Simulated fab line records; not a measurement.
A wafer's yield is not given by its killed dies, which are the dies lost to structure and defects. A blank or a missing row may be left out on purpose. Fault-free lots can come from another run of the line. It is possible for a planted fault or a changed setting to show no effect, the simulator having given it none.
A sampling plan put to the test -- flow ritCmos -- each of the 34 faults these records tell of, on one fab line, judged from the records of the lots it struck
The line's own looks make up the plan; these are the steps of the route where a gauge or inspection reads the wafer and leaves it unchanged. Where struck wafers have a number at a look and the file lists that look's usual mean and standard deviation on fault-free wafers, the look can be judged. Caught: 4 or more of those standard deviations (sigma) separate the usual mean from the mean of the struck wafers at a look after the fault's first step. On the tool: here the same test is run on the tool's own readings at the fault's steps. If the struck wafers alone have a blank record, or they carry another recipe, that too counts as caught.

== THE FAULTS, as the simulator had put them in ==
1. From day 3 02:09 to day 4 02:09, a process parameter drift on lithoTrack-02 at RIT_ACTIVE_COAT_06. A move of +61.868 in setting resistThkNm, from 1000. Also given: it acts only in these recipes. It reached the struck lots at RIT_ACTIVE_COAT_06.
2. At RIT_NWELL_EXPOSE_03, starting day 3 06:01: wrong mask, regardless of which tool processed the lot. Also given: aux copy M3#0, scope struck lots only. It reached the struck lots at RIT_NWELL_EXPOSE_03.
3. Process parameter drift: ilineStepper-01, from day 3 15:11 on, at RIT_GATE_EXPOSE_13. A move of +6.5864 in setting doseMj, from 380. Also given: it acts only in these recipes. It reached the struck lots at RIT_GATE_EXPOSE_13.
4. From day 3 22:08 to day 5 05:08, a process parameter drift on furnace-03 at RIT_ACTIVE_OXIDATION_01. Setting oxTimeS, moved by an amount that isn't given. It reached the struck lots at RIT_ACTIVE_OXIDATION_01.
5. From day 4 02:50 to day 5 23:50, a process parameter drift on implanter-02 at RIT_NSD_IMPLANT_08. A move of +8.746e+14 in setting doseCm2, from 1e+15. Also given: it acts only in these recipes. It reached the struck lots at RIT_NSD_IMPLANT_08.
6. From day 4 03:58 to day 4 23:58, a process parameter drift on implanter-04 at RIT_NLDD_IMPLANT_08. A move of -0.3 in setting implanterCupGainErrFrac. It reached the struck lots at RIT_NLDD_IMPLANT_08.
7. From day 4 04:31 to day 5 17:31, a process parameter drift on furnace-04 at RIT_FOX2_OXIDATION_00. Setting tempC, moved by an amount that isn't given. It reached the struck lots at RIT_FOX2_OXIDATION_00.
8. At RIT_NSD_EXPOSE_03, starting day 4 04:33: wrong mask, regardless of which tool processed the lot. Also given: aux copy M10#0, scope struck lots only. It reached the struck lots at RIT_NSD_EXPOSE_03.
9. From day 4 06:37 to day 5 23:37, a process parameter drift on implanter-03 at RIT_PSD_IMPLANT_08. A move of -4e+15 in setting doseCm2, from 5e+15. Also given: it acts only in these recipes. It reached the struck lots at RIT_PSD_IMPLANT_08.
10. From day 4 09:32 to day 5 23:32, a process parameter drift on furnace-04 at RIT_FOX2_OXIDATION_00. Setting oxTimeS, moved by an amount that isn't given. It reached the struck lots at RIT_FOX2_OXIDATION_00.
11. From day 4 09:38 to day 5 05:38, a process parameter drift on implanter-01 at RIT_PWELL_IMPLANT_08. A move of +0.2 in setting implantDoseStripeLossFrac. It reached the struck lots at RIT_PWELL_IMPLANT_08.
12. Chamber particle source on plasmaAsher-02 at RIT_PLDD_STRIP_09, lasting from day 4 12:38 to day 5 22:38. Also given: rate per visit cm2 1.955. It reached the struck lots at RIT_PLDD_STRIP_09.
13. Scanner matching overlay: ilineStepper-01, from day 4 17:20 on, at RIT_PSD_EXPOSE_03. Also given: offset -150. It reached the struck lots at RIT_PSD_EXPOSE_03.
14. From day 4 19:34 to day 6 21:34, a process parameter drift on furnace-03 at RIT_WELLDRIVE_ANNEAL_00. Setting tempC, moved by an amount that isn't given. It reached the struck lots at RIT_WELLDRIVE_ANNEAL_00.
15. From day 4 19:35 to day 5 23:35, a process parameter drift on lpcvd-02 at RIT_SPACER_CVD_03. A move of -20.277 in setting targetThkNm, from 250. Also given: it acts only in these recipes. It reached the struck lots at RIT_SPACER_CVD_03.
16. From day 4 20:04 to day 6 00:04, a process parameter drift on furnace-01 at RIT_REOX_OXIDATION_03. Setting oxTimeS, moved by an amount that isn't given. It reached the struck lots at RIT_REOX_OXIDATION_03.
17. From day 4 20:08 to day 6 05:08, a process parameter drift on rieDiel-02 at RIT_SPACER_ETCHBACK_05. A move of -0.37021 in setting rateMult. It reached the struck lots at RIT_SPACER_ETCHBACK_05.
18. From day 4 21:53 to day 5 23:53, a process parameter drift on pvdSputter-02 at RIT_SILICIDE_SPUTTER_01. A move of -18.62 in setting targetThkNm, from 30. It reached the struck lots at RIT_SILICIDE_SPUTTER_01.
19. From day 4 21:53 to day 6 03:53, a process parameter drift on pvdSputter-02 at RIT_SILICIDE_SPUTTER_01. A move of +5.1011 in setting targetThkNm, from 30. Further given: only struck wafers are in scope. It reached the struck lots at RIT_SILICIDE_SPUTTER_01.
20. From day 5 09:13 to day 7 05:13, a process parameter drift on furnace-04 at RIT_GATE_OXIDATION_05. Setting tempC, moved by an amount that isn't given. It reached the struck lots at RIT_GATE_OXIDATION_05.
21. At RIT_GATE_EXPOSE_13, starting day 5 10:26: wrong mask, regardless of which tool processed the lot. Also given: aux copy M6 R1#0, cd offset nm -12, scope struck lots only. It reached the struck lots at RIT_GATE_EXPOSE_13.
22. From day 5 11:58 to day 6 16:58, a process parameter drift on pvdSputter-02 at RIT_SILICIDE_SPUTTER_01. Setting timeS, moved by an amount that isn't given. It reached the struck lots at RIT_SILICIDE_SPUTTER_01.
23. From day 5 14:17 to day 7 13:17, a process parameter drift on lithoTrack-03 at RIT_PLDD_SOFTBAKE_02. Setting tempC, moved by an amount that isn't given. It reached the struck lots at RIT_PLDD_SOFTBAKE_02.
24. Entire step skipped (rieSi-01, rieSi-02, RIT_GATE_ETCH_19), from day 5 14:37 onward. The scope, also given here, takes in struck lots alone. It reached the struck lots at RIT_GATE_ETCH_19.
25. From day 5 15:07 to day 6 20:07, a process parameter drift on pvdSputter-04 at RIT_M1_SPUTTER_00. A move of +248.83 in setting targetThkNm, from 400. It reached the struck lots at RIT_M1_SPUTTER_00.
26. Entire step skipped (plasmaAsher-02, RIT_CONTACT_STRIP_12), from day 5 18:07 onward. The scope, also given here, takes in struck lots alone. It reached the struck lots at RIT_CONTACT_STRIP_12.
27. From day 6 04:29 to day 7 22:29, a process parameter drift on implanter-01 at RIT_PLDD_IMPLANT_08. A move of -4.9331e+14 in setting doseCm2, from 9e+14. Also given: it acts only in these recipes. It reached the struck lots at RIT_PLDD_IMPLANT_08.
28. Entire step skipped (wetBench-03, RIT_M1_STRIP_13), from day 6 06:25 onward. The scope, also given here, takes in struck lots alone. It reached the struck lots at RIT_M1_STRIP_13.
29. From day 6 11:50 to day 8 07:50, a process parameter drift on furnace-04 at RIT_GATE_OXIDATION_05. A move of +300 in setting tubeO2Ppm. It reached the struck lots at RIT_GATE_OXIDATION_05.
30. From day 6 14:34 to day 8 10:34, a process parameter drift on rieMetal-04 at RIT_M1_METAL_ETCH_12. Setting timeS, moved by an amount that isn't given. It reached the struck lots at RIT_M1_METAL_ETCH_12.
31. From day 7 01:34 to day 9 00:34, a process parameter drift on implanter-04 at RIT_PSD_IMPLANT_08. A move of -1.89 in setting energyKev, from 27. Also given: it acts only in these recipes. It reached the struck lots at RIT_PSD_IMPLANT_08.
32. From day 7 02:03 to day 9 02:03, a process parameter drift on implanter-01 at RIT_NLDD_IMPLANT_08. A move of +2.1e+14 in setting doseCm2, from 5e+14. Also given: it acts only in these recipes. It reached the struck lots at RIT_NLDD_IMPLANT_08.
33. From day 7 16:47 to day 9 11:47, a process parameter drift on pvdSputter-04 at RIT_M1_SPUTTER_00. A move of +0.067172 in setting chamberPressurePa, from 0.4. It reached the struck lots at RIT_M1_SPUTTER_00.
34. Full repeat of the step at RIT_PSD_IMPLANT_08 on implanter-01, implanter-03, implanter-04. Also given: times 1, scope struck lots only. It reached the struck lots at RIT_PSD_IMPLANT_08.

== WHAT THE PLAN SAW ==
fault,on the tool itself,first look that catches it,"reading, sigma",median hours from its first step to that look,hours from the fault's start to the first struck lot there,judged looks passed uncaught
1,no reading that can be judged,not the one look that can be judged after it,"strongest: cdNm at RIT_ACTIVE_CD_MEAS_11, +3.3",-,-,1
2,no reading that can be judged,RIT_NWELL_TW_MEAS_10,NWELL_TW -99 or beyond,1.0,3,0
3,exposureDoseMJCm2 +13 sigma,not the one look that can be judged after it,"strongest: cdNm at RIT_GATE_CD_MEAS_16, -3.1",-,-,1
4,no reading that can be judged,RIT_ACTIVE_THK_MEAS_02,ACTIVE_OXIDE_THK +24,1.9,7,0
5,doseIonsCm2 +99 or beyond sigma,RIT_NSD_TW_MEAS_10,NSD_TW +12,0.3,10,0
6,beamOnS +18 sigma,RIT_NLDD_TW_MEAS_10,NLDD_TW +9.4,0.3,4,0
7,spikeTcCentreC +5.6 sigma,none of the 8 looks that can be judged after it,"strongest: FOX2_OXIDE_THK at RIT_FOX2_THK_MEAS_01, +2.0",-,-,8
8,no reading that can be judged,RIT_NSD_TW_MEAS_10,NSD_TW -99 or beyond,0.9,2,0
9,doseIonsCm2 -99 or beyond sigma,RIT_PSD_TW_MEAS_10,PSD_TW -24,0.3,1,0
10,no reading that can be judged,RIT_FOX2_THK_MEAS_01,FOX2_OXIDE_THK +6.5,1.3,3,0
11,under 2 sigma,RIT_PWELL_TW_MEAS_10,PWELL_TW -4.3,0.3,3,0
12,under 2 sigma,no look after it can be judged,-,-,-,0
13,no reading that can be judged,RIT_PSD_OVL_MEAS_06,PSD_OVL -99 or beyond,0.4,4,0
14,tubeCenterTempC -80 sigma,RIT_WELLDRIVE_RS_MEAS_01,NWELL_RS +12,5.1,12,0
15,under 2 sigma,RIT_SPACER_THK_MEAS_04,SPACER_NITRIDE_THK -8.0,1.9,5,0
16,under 2 sigma,RIT_REOX_THK_MEAS_04,REOX_OXIDE_THK -8.5,2.6,6,0
17,oesProductAu -8.4 sigma,no look after it can be judged,-,-,-,0
18,under 2 sigma,RIT_SILICIDE_RS_MEAS_02,SILICIDE_TI_RS +99 or beyond,0.1,6,0
19,under 2 sigma,RIT_SILICIDE_RS_MEAS_02,SILICIDE_TI_RS -14,0.2,7,0
20,tubeCenterTempC -60 sigma,no look after it can be judged,-,-,-,0
21,under 2 sigma,RIT_GATE_CD_MEAS_16,cdNm -4.6,0.4,1,0
22,under 2 sigma,RIT_SILICIDE_RS_MEAS_02,SILICIDE_TI_RS -39,0.2,8,0
23,heaterPowerTotalW -99 or beyond sigma,not the one look that can be judged after it,-,-,-,1
24,the tool's record is blank for the struck wafers,no look after it can be judged,-,-,-,0
25,under 2 sigma,RIT_M1_RS_MEAS_01,M1_AL_RS -37,0.3,8,0
26,the tool's record is blank for the struck wafers,no look after it can be judged,-,-,-,0
27,doseIonsCm2 -99 or beyond sigma,RIT_PLDD_TW_MEAS_10,PLDD_TW -25,0.3,5,0
28,no reading that can be judged,no look after it can be judged,-,-,-,0
29,under 2 sigma,RIT_GATE_THK_MEAS_07,GATE_OXIDE_THK +4.1,1.4,3,0
30,runLengthS -19 sigma,no look after it can be judged,-,-,-,0
31,beamEnergyKeV -99 or beyond sigma,RIT_SDANNEAL_RS_MEAS_04,PSD_RS +15,0.8,4,0
32,doseIonsCm2 +99 or beyond sigma,RIT_NLDD_TW_MEAS_10,NLDD_TW +10,0.3,3,0
33,chamberPressurePa +84 sigma,RIT_M1_RS_MEAS_01,M1_AL_RS +4.9,0.3,8,0
34,no reading that can be judged,RIT_PSD_TW_MEAS_10,PSD_TW +5.5,0.6,-,0
A dash: the fault is not caught, or the number is missing from these records.

Caught at a look: 23 of 34. Caught on the tool: 16 of 34. By one or the other: 31 of 34.
Faults caught by the tool alone: 3, 7, 17, 20, 23, 24, 26, 30.
Caught at a look alone: faults 2, 4, 8, 10, 11, 13, 15, 16, 18, 19, 21, 22, 25, 29, 34.
Caught by neither: faults 1, 12, 28.

== THINNER SAMPLING ==
In the worst case, this is how late the first struck lot would be measured if the look that catches a fault measured only every second or every third lot, by lot number:
fault,"struck lots at that look, in order of time",every lot,every second lot,every third lot
2,L559,3 h,may miss it,may miss it
4,"L147, L150",7 h,23 h,may miss all 2
5,"L569, L574",10 h,43 h,may miss all 2
6,"L387, L388",4 h,11 h,may miss all 2
8,L655,2 h,may miss it,may miss it
9,"L525, L527, L529",1 h,may miss all 3,29 h
10,"L501, L502",3 h,8 h,may miss all 2
11,"L431, L433",3 h,may miss all 2,may miss all 2
13,"L703, L705, L711",4 h,may miss all 3,may miss all 3
14,"L745, L748",12 h,32 h,may miss all 2
15,"L491, L492, L494",5 h,12 h,may miss all 3
16,"L509, L512",6 h,21 h,may miss all 2
18,"L810, L812",6 h,may miss all 2,may miss all 2
19,"L111, L113",7 h,may miss all 2,may miss all 2
21,L347,1 h,may miss it,may miss it
22,"L143, L146",8 h,19 h,may miss all 2
25,"L183, L184",8 h,13 h,may miss all 2
27,"L182, L186",5 h,may miss all 2,may miss all 2
29,"L367, L368",3 h,7 h,may miss all 2
31,"L729, L731",4 h,may miss all 2,may miss all 2
32,"L161, L163",3 h,may miss all 2,may miss all 2
33,"L529, L530",8 h,14 h,may miss all 2
Hours are from the fault's start to the first struck lot that is measured. The limit of 4 sigma was tested on all struck wafers together, so one lot alone may lie under it. Other struck lots may not be in these records.

== THE LONGEST TIMED WAY FROM STEP TO LOOK ==
In fault 14, a median of 5.1 hours elapses between RIT_WELLDRIVE_ANNEAL_00 and RIT_WELLDRIVE_RS_MEAS_01. No look between them can be judged.
